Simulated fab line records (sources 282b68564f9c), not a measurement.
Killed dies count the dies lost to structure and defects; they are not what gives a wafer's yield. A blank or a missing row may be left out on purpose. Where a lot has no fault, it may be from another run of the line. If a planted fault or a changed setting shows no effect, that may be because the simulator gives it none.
fab line records -- flow rit_cmos
[record] lots = 14, wafers = 42, last_day = 7
route steps=202 shown PLDD@124 M1@184
lots untouched by any fault: they come from a run of this same line in which no faults occurred
start_h: hours from the record's opening day to when the first of the lot's shown wafers began -- wait_h: hours elapsed since this lot's preceding step -- " repeats the value in the row above -- L1.1+2: one row covering several wafers at once -- - value missing, or start not given -- * or withheld: withheld -- < > ~ a bound
route shown NAME@n: names a module that has steps shown in the file, with the first one's number in the route -- usual: mean/standard deviation taken from wafers without a fault -- same: alike in all rows -- chamber/n: place in a boat -- sites: each site's reading -- _std_site: standard deviation across them -- _edge_site: inner sites' mean taken away from outer sites' mean -- radius_mm: how far each site lies from the wafer's centre -- mask NAME#n: copy n -- behind: tool/chamber where the wafer was last shaped -- hold: the reason the lot was held/the length of the hold in hours/how it ended -- device: transistor that didn't switch, given as n, p or np -- end of line: tests of these same wafers at the route's end -- for a step that has no rows: nothing shown but its recipe -- killed: at the first sort, the dies lost to defects and structure; wafer yield is something else -- map: a wafer's dies, marking killed ones x, the rest . and places with no die _
set.NAME: setting as actually run; set.NAME@STEP: the setting as run at that earlier step -- model.NAME: the simulator's own value behind a step, which no gauge read
one table for each step of the route and one row for each wafer, over a sample of lots
services: when a tool's chamber went out of use (start_h, in hours from the record's first day, below 0 if earlier), for how many hours, and the reason
[[steps]]
[step RIT_PLDD_TW_MEAS_10]
[usual] PLDD_TW = 2369/31
lot.wafer,tool,chamber,start_h,wait_h,PLDD_TW
L607.3,film_metro-03,-,43.31,0.1,2417
L607.4,film_metro-03,-,43.31,0.1,2408
L607.5,film_metro-03,-,43.31,0.1,2395
L608.1,film_metro-01,-,49.16,0.1,2337
L608.2,film_metro-01,-,49.16,0.1,2311
L608.6,film_metro-01,-,49.16,0.1,2321
L609.2,film_metro-01,-,52.91,0.1,2343
L609.3,film_metro-01,-,52.91,0.1,2324
L609.4,film_metro-01,-,52.91,0.1,2339
L610.1,film_metro-03,-,59.83,0.1,2404
L610.3,film_metro-03,-,59.83,0.1,2406
L610.6,film_metro-03,-,59.83,0.1,2411
L613.4,film_metro-02,-,79.71,0.1,2349
L613.5,film_metro-02,-,79.71,0.1,2336
L613.6,film_metro-02,-,79.71,0.1,2341
L614.3,film_metro-03,-,83.07,0.1,2415
L614.5,film_metro-03,-,83.07,0.1,2413
L614.6,film_metro-03,-,83.07,0.1,2388
L615.1,film_metro-02,-,94.12,0.1,2342
L615.2,film_metro-02,-,94.12,0.1,2348
L615.6,film_metro-02,-,94.12,0.1,2329
L616.1,film_metro-02,-,97.18,0.1,2344
L616.4,film_metro-02,-,97.18,0.1,2343
L616.5,film_metro-02,-,97.18,0.1,2331
L619.1,film_metro-03,-,105.28,0.1,2391
L619.3,film_metro-03,-,105.28,0.1,2402
L619.5,film_metro-03,-,105.28,0.1,2398
L622.1,film_metro-03,-,119.42,0.1,2406
L622.5,film_metro-03,-,119.42,0.1,2400
L622.6,film_metro-03,-,119.42,0.1,2404
L624.3,film_metro-01,-,130.40,0.1,2324
L624.5,film_metro-01,-,130.40,0.1,2335
L624.6,film_metro-01,-,130.40,0.1,2338
L627.1,film_metro-02,-,143.17,0.1,2350
L627.2,film_metro-02,-,143.17,0.1,2354
L627.5,film_metro-02,-,143.17,0.1,2345
L628.1,film_metro-01,-,149.72,0.1,2331
L628.4,film_metro-01,-,149.72,0.1,2333
L628.6,film_metro-01,-,149.72,0.1,2345
L630.1,film_metro-03,-,162.92,0.1,2388
L630.5,film_metro-03,-,162.92,0.1,2405
L630.6,film_metro-03,-,162.92,0.1,2391
[step RIT_M1_SPUTTER_00]
[recipe] material = Al, target_thk_nm = 400, power_w = 2000, chamber_pressure_pa = 0.4, gas = Ar, time_s = 500, substrate_temp_c = 25
[usual] chamber_pressure_pa = 0.3999/0.00075, throttle_valve_pct = 30.6/1.2
lot.wafer,tool,chamber,start_h,wait_h,chamber_pressure_pa,throttle_valve_pct
L607.3,pvd_sputter-02,-,52.95,0.0,0.4001,28.2
L607.4,pvd_sputter-02,-,52.95,0.0,0.4000,32.5
L607.5,pvd_sputter-02,-,52.95,0.0,0.4000,31.4
L608.1,pvd_sputter-03,-,59.02,0.0,0.3991,31.1
L608.2,pvd_sputter-03,-,59.02,0.0,0.3996,29.9
L608.6,pvd_sputter-03,-,59.02,0.0,0.3992,30.8
L609.2,pvd_sputter-02,-,62.21,0.0,0.4001,32.4
L609.3,pvd_sputter-02,-,62.21,0.0,0.4000,30.4
L609.4,pvd_sputter-02,-,62.21,0.0,0.3995,28.3
L610.1,pvd_sputter-01,-,69.47,0.0,0.4011,31.3
L610.3,pvd_sputter-01,-,69.47,0.0,0.4001,29.8
L610.6,pvd_sputter-01,-,69.47,0.0,0.4000,29.6
L613.4,pvd_sputter-02,-,89.59,0.1,0.3990,32.1
L613.5,pvd_sputter-02,-,89.59,0.1,0.4009,30.4
L613.6,pvd_sputter-02,-,89.59,0.1,0.4000,28.1
L614.3,pvd_sputter-01,-,92.64,0.0,0.3998,31.3
L614.5,pvd_sputter-01,-,92.64,0.0,0.3988,30.2
L614.6,pvd_sputter-01,-,92.64,0.0,0.3997,29.8
L615.1,pvd_sputter-02,-,103.68,0.0,0.3988,31.5
L615.2,pvd_sputter-02,-,103.68,0.0,0.3997,28.2
L615.6,pvd_sputter-02,-,103.68,0.0,0.3991,32.1
L616.1,pvd_sputter-01,-,106.53,0.0,0.3995,29.9
L616.4,pvd_sputter-01,-,106.53,0.0,0.3980,31.3
L616.5,pvd_sputter-01,-,106.53,0.0,0.3991,30.9
L619.1,pvd_sputter-01,-,116.30,0.0,0.3983,31.2
L619.3,pvd_sputter-01,-,116.30,0.0,0.4000,30.4
L619.5,pvd_sputter-01,-,116.30,0.0,0.3981,31.4
L622.1,pvd_sputter-03,-,128.80,0.0,0.3989,30.0
L622.5,pvd_sputter-03,-,128.80,0.0,0.4010,29.8
L622.6,pvd_sputter-03,-,128.80,0.0,0.3992,31.0
L624.3,pvd_sputter-01,-,139.71,0.0,0.4005,30.1
L624.5,pvd_sputter-01,-,139.71,0.0,0.4005,29.3
L624.6,pvd_sputter-01,-,139.71,0.0,0.3996,31.4
L627.1,pvd_sputter-03,-,152.55,0.0,0.3984,31.2
L627.2,pvd_sputter-03,-,152.55,0.0,0.4004,29.7
L627.5,pvd_sputter-03,-,152.55,0.0,0.4003,30.2
L628.1,pvd_sputter-01,-,159.02,0.0,0.3998,30.5
L628.4,pvd_sputter-01,-,159.02,0.0,0.4005,29.7
L628.6,pvd_sputter-01,-,159.02,0.0,0.3994,30.5
L630.1,pvd_sputter-03,-,172.18,0.0,0.3999,30.5
L630.5,pvd_sputter-03,-,172.18,0.0,0.4001,29.9
L630.6,pvd_sputter-03,-,172.18,0.0,0.3997,30.1
[step RIT_M1_RS_MEAS_01]
[recipe] thk_meas_gauge = four-point-probe, reads = Al_of_M1_SPUTTER_00
[usual] M1_AL_RS = 0.0732/0.0011
lot.wafer,tool,chamber,start_h,wait_h,M1_AL_RS[ohm/sq]
L607.3,film_metro-02,-,53.29,0.2,0.0734
L607.4,film_metro-02,-,53.29,0.2,0.0735
L607.5,film_metro-02,-,53.29,0.2,0.0717
L608.1,film_metro-02,-,59.31,0.1,0.0748
L608.2,film_metro-02,-,59.31,0.1,0.0742
L608.6,film_metro-02,-,59.31,0.1,0.0746
L609.2,film_metro-03,-,62.53,0.2,0.0752
L609.3,film_metro-03,-,62.53,0.2,0.0748
L609.4,film_metro-03,-,62.53,0.2,0.0741
L610.1,film_metro-01,-,69.76,0.1,0.0726
L610.3,film_metro-01,-,69.76,0.1,0.0738
L610.6,film_metro-01,-,69.76,0.1,0.0739
L613.4,film_metro-03,-,89.80,0.1,0.0524
L613.5,film_metro-03,-,89.80,0.1,0.0520
L613.6,film_metro-03,-,89.80,0.1,0.0518
L614.3,film_metro-03,-,92.98,0.2,0.0716
L614.5,film_metro-03,-,92.98,0.2,0.0725
L614.6,film_metro-03,-,92.98,0.2,0.0713
L615.1,film_metro-03,-,103.97,0.1,0.0516
L615.2,film_metro-03,-,103.97,0.1,0.0520
L615.6,film_metro-03,-,103.97,0.1,0.0528
L616.1,film_metro-02,-,106.82,0.1,0.0715
L616.4,film_metro-02,-,106.82,0.1,0.0709
L616.5,film_metro-02,-,106.82,0.1,0.0713
L619.1,film_metro-01,-,116.59,0.1,0.0722
L619.3,film_metro-01,-,116.59,0.1,0.0745
L619.5,film_metro-01,-,116.59,0.1,0.0725
L622.1,film_metro-02,-,129.10,0.1,0.0736
L622.5,film_metro-02,-,129.10,0.1,0.0737
L622.6,film_metro-02,-,129.10,0.1,0.0734
L624.3,film_metro-01,-,140.05,0.2,0.0730
L624.5,film_metro-01,-,140.05,0.2,0.0725
L624.6,film_metro-01,-,140.05,0.2,0.0737
L627.1,film_metro-01,-,152.84,0.1,0.0740
L627.2,film_metro-01,-,152.84,0.1,0.0738
L627.5,film_metro-01,-,152.84,0.1,0.0727
L628.1,film_metro-01,-,159.32,0.1,0.0725
L628.4,film_metro-01,-,159.32,0.1,0.0714
L628.6,film_metro-01,-,159.32,0.1,0.0722
L630.1,film_metro-01,-,172.48,0.1,0.0739
L630.5,film_metro-01,-,172.48,0.1,0.0743
L630.6,film_metro-01,-,172.48,0.1,0.0733
[step RIT_M1_THK_MEAS_02]
[recipe] thk_meas_gauge = xrf, reads = Al_of_M1_SPUTTER_00
[usual] M1_AL_THK = 408/6.2
lot.wafer,tool,chamber,start_h,wait_h,M1_AL_THK[nm]
L607.3,film_metro-02,-,53.39,0.1,410
L607.4,film_metro-02,-,53.39,0.1,408
L607.5,film_metro-02,-,53.39,0.1,417
L608.1,film_metro-02,-,59.43,0.1,402
L608.2,film_metro-02,-,59.43,0.1,402
L608.6,film_metro-02,-,59.43,0.1,400
L609.2,film_metro-03,-,62.64,0.1,394
L609.3,film_metro-03,-,62.64,0.1,397
L609.4,film_metro-03,-,62.64,0.1,398
L610.1,film_metro-01,-,69.88,0.1,411
L610.3,film_metro-01,-,69.88,0.1,409
L610.6,film_metro-01,-,69.88,0.1,403
L613.4,film_metro-03,-,89.89,0.1,566
L613.5,film_metro-03,-,89.89,0.1,571
L613.6,film_metro-03,-,89.89,0.1,570
L614.3,film_metro-03,-,93.08,0.1,415
L614.5,film_metro-03,-,93.08,0.1,410
L614.6,film_metro-03,-,93.08,0.1,420
L615.1,film_metro-03,-,104.09,0.1,571
L615.2,film_metro-03,-,104.09,0.1,567
L615.6,film_metro-03,-,104.09,0.1,558
L616.1,film_metro-02,-,106.94,0.1,416
L616.4,film_metro-02,-,106.94,0.1,419
L616.5,film_metro-02,-,106.94,0.1,419
L619.1,film_metro-01,-,116.71,0.1,416
L619.3,film_metro-01,-,116.71,0.1,404
L619.5,film_metro-01,-,116.71,0.1,413
L622.1,film_metro-02,-,129.22,0.1,403
L622.5,film_metro-02,-,129.22,0.1,405
L622.6,film_metro-02,-,129.22,0.1,407
L624.3,film_metro-01,-,140.15,0.1,412
L624.5,film_metro-01,-,140.15,0.1,413
L624.6,film_metro-01,-,140.15,0.1,405
L627.1,film_metro-01,-,152.96,0.1,404
L627.2,film_metro-01,-,152.96,0.1,406
L627.5,film_metro-01,-,152.96,0.1,415
L628.1,film_metro-01,-,159.44,0.1,414
L628.4,film_metro-01,-,159.44,0.1,419
L628.6,film_metro-01,-,159.44,0.1,415
L630.1,film_metro-01,-,172.60,0.1,403
L630.5,film_metro-01,-,172.60,0.1,401
L630.6,film_metro-01,-,172.60,0.1,405
[step RIT_M1_OVL_MEAS_10]
[usual] M1_OVL = 0.2/1.2
lot.wafer,tool,chamber,start_h,wait_h,M1_OVL[nm]
L607.3,overlay-01,-,54.57,0.1,1.8
L607.4,overlay-01,-,54.57,0.1,0.5
L607.5,overlay-01,-,54.57,0.1,4.0
L608.1,overlay-01,-,60.49,0.1,0.6
L608.2,overlay-01,-,60.49,0.1,1.1
L608.6,overlay-01,-,60.49,0.1,0.0
L609.2,overlay-01,-,63.69,0.1,0.3
L609.3,overlay-01,-,63.69,0.1,-1.1
L609.4,overlay-01,-,63.69,0.1,-0.6
L610.1,overlay-02,-,71.07,0.1,0.0
L610.3,overlay-02,-,71.07,0.1,2.1
L610.6,overlay-02,-,71.07,0.1,2.3
L613.4,overlay-02,-,91.19,0.1,-0.3
L613.5,overlay-02,-,91.19,0.1,-0.3
L613.6,overlay-02,-,91.19,0.1,-0.6
L614.3,overlay-02,-,94.25,0.1,-0.2
L614.5,overlay-02,-,94.25,0.1,0.8
L614.6,overlay-02,-,94.25,0.1,0.1
L615.1,overlay-01,-,105.38,0.1,0.3
L615.2,overlay-01,-,105.38,0.1,-0.2
L615.6,overlay-01,-,105.38,0.1,0.1
L616.1,overlay-01,-,108.31,0.1,1.0
L616.4,overlay-01,-,108.31,0.1,0.3
L616.5,overlay-01,-,108.31,0.1,0.2
L619.1,overlay-02,-,117.77,0.1,-0.8
L619.3,overlay-02,-,117.77,0.1,-0.4
L619.5,overlay-02,-,117.77,0.1,0.1
L622.1,overlay-01,-,130.38,0.1,-0.3
L622.5,overlay-01,-,130.38,0.1,0.1
L622.6,overlay-01,-,130.38,0.1,-1.5
L624.3,overlay-01,-,141.32,0.1,-1.4
L624.5,overlay-01,-,141.32,0.1,1.4
L624.6,overlay-01,-,141.32,0.1,1.0
L627.1,overlay-01,-,154.02,0.1,1.6
L627.2,overlay-01,-,154.02,0.1,0.4
L627.5,overlay-01,-,154.02,0.1,-0.7
L628.1,overlay-01,-,160.63,0.1,0.1
L628.4,overlay-01,-,160.63,0.1,0.6
L628.6,overlay-01,-,160.63,0.1,-1.0
L630.1,overlay-02,-,173.78,0.1,0.1
L630.5,overlay-02,-,173.78,0.1,0.1
L630.6,overlay-02,-,173.78,0.1,-0.1
[step RIT_M1_METAL_ETCH_12]
[recipe] stop_on = SiO2, chemistry = Cl2/BCl3, target = Al, time_s = 165, over_etch_frac = 0.5, pressure_mtorr = 100, target_depth_a = 6000, rf_w = 250, Cl2_flow_sccm = 60, bcl3_flow_sccm = 50
[usual] drypump_motor_current_A = 5.9/0.36, oes_product_au = 0.767/0.014, throttle_valve_pct = 8.29/0.073
lot.wafer,tool,chamber,start_h,wait_h,drypump_motor_current_A,oes_product_au,rf_hours_counter_h,throttle_valve_pct
L607.3,rie_metal-03,1,54.89,0.2,6.0,0.754,-,8.30
L607.4,rie_metal-03,0,54.89,0.2,6.2,0.776,-,8.35
L607.5,rie_metal-03,0,54.89,0.2,6.2,0.795,-,8.38
L608.1,rie_metal-04,0,60.78,0.2,6.1,0.759,0.7,8.24
L608.2,rie_metal-04,1,60.78,0.2,5.5,0.755,0.4,8.31
L608.6,rie_metal-04,1,60.78,0.2,5.5,0.749,-,8.30
L609.2,rie_metal-02,0,63.97,0.2,5.3,0.770,2.3,8.38
L609.3,rie_metal-02,0,63.97,0.2,5.3,0.776,-,8.38
L609.4,rie_metal-02,1,63.97,0.2,6.2,0.749,-,8.16
L610.1,rie_metal-03,0,71.35,0.2,6.2,0.783,4.5,8.35
L610.3,rie_metal-03,1,71.35,0.2,6.0,0.737,-,8.29
L610.6,rie_metal-03,1,71.35,0.2,6.0,0.754,-,8.29
L613.4,rie_metal-03,1,91.51,0.1,6.0,0.915,-,8.27
L613.5,rie_metal-03,1,91.51,0.1,6.0,0.924,-,8.27
L613.6,rie_metal-03,0,91.51,0.1,6.2,0.957,-,8.34
L614.3,rie_metal-04,0,94.58,0.2,6.1,0.775,-,8.25
L614.5,rie_metal-04,1,94.58,0.2,5.5,0.763,-,8.31
L614.6,rie_metal-04,0,94.58,0.2,6.1,0.775,-,8.22
L615.1,rie_metal-02,1,105.67,0.2,6.2,0.932,2.7,8.13
L615.2,rie_metal-02,0,105.67,0.2,5.3,0.959,2.7,8.34
L615.6,rie_metal-02,0,105.67,0.2,5.3,0.949,-,8.35
L616.1,rie_metal-03,1,108.63,0.2,6.0,0.753,4.9,8.29
L616.4,rie_metal-03,1,108.63,0.2,6.0,0.769,-,8.29
L616.5,rie_metal-03,1,108.63,0.2,6.0,0.759,-,8.29
L619.1,rie_metal-03,1,118.06,0.2,6.0,0.752,5.0,8.29
L619.3,rie_metal-03,1,118.06,0.2,5.9,0.745,-,8.28
L619.5,rie_metal-03,0,118.06,0.2,6.2,0.787,-,8.37
L622.1,rie_metal-03,1,130.67,0.2,6.0,0.756,5.2,8.28
L622.5,rie_metal-03,1,130.67,0.2,6.0,0.754,-,8.29
L622.6,rie_metal-03,0,130.67,0.2,6.2,0.782,-,8.37
L624.3,rie_metal-02,1,141.65,0.2,6.2,0.766,-,8.17
L624.5,rie_metal-02,1,141.65,0.2,6.2,0.759,-,8.17
L624.6,rie_metal-02,0,141.65,0.2,5.3,0.772,-,8.38
L627.1,rie_metal-02,1,154.31,0.2,6.2,0.746,3.4,8.17
L627.2,rie_metal-02,0,154.31,0.2,5.3,0.766,3.4,8.38
L627.5,rie_metal-02,1,154.31,0.2,6.2,0.752,-,8.18
L628.1,rie_metal-03,1,160.91,0.2,5.9,0.763,5.6,8.29
L628.4,rie_metal-03,1,160.91,0.2,6.0,0.755,-,8.29
L628.6,rie_metal-03,1,160.91,0.2,5.9,0.759,-,8.31
L630.1,rie_metal-02,1,174.09,0.2,6.2,0.748,3.6,8.17
L630.5,rie_metal-02,0,174.09,0.2,5.3,0.772,-,8.38
L630.6,rie_metal-02,1,174.09,0.2,6.2,0.756,-,8.15
[[services]]
tool,chamber,start_h,hours,kind
pvd_sputter-03,-,34.38,0.7,repair
rie_metal-04,1,38.57,8.3,repair
pvd_sputter-03,-,51.45,4.5,repair
pvd_sputter-03,-,62.24,0.7,repair
pvd_sputter-03,-,97.53,30.8,repair
pvd_sputter-03,-,103.34,1.7,repair
[[key]]
[first_sign] step = RIT_M1_RS_MEAS_01, reading = M1_AL_RS, direction = down, sigmas = 20, usual = 0.0732, struck = 0.0521
[effect] step = RIT_M1_THK_MEAS_02, reading = M1_AL_THK, direction = up, sigmas = 26, usual = 408, struck = 567
[effect] step = RIT_M1_METAL_ETCH_12, reading = oes_product_au, direction = up, sigmas = 12, usual = 0.767, struck = 0.939
met_at RIT_M1_SPUTTER_00
struck_lots L613,L615
later_rows_left_out L613.6
sort_left_out L613.4,L613.5,L613.6
tester_left_out L613,L615
not_acting_at RIT_PLDD_TW_MEAS_10,RIT_M1_OVL_MEAS_10
onset_between 62.21 89.59
[earlier_fault] kind = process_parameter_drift, tool = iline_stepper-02, chamber = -, onset_h = 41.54, steps = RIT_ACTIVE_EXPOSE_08, channel = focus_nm, offset = 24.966, spread_by_wafer = 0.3, shape = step, end_h = 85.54
[fault] kind = process_parameter_drift, tool = pvd_sputter-02, chamber = -, onset_h = 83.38, steps = RIT_M1_SPUTTER_00, channel = target_thk_nm, offset = 159.34, shape = step, stated = 400
// tester_left_out: of these lots the tester's yield and bins aren't shown, on N5 and GAA mostly nor the transistor test; their killed dies are dies lost to structure and defects alone, not to doping, threshold or leakage, so they don't give the yield
// sort_left_out: the simulated sort isn't trusted on such a fault, so these wafers' sort isn't shown, and their yield isn't known
// later_rows_left_out: the simulator's readings of these wafers behind a module that went badly wrong aren't trusted and aren't shown, but for the sort
